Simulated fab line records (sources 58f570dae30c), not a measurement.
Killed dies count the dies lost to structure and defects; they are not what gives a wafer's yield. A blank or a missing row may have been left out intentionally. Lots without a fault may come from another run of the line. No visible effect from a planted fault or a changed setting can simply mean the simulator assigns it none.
Struck lot and sound lot, side by side || flow berkeley-cmos170 || 13 out of 331 route steps
Sound: wafers L928.3, L928.5, L928.6. Struck: wafers L935.3, L935.5, L935.6. Last of all comes the cause.
Each step with rows lists, per side, the tool, then ch with its chambers, then its first start. Under that, the readings that differ: sound wafers || struck wafers || difference of the means || sigmas: that difference in standard deviations of wafers without a fault.
alike: words and numbers the same on both sides, and readings whose means are apart by under 2 such deviations; not compared: readings that were withheld, readings missing a value for some wafer, numbers with overlapping values and no deviation given by the record, and bounds like >300 which may hide the same value.
A row with sigmas, a row that says differs or no value, or rows on one side alone: a step with any of these is where the two part. When numbers do not overlap yet have no deviation, they are printed without sigmas and do not part them. Lack of a reading on every wafer of one side parts them only where that side has two or more wafers.

UCB170_START_BOW_MEAS_00:
  sound: film-metro-04 at day 2 21:02; struck: film-metro-02 at day 4 08:02
  alike: INCOMING_BOW
then, 2 steps without rows for these wafers: UCB170_START_CLEAN_01 (cleans in dHF, time 60 s); UCB170_START_OXIDATION_02 (target thk 20 nm, ox time 1800 s).
UCB170_START_THK_MEAS_03:
  sound: film-metro-02 at day 3 05:21; struck: film-metro-04 at day 4 10:49
{"reading": "START_OXIDE_THK (nm)", "sound": "20.6 20.1 20.1", "struck": "19.4 19.3 19.6", "difference": -0.8, "sigmas": -3}
then, 4 steps without rows for these wafers: UCB170_START_ANNEAL_04 (time 1200 s); UCB170_ZERO_HMDS_00 (prime time 60 s); UCB170_ZERO_COAT_01 (resist thk 900 nm); UCB170_ZERO_SOFTBAKE_02 (time 60 s).
UCB170_ZERO_EXPOSE_03: exposes mask PM MARKS, target cd 4000 nm.
  sound on krf-scanner-01 ch 0, day 3 12:28; struck on krf-scanner-02, day 4 17:32
  no value came back on the struck wafers for exposure-dose-mJ-cm2, focus-offset-nm (nm); on the sound wafers exposure-dose-mJ-cm2 reads 29.99 29.97 29.97
  alike: mask
then, 2 steps without rows for these wafers: UCB170_ZERO_PEB_04; UCB170_ZERO_DEVELOP_05 (develop time 45 s).
UCB170_ZERO_ETCH_06: etches SiO2 in CHF3/CF4/Ar, time 12 s.
  sound on rie-diel-03 ch 0,1, day 3 12:49; struck on rie-diel-04 ch 0,1,3, day 4 17:53
{"reading": "oes-product-au (a.u.)", "sound": "0.619 0.637 0.609", "struck": "0.372 0.375 0.372", "difference": -0.249, "sigmas": -31}
  alike: drypump-motor-current-A, throttle-valve-pct
  not compared: rf-hours-counter-h
UCB170_ZERO_STRIP_07: strips in O2.
  sound on plasma-asher-03 ch 0,1, day 3 12:52; struck on plasma-asher-02 ch 0,1, day 4 17:56
  alike: drypump-motor-current-A, oes-product-au, strip-time-to-endpoint-s
  not compared: rf-hours-counter-h

== WHERE THEY PART ==
First at UCB170_START_THK_MEAS_03; last, within this record, at UCB170_ZERO_ETCH_06. Later steps at which nothing parts them and some readings are alike: UCB170_ZERO_STRIP_07.

WHY: the cause the simulator had injected
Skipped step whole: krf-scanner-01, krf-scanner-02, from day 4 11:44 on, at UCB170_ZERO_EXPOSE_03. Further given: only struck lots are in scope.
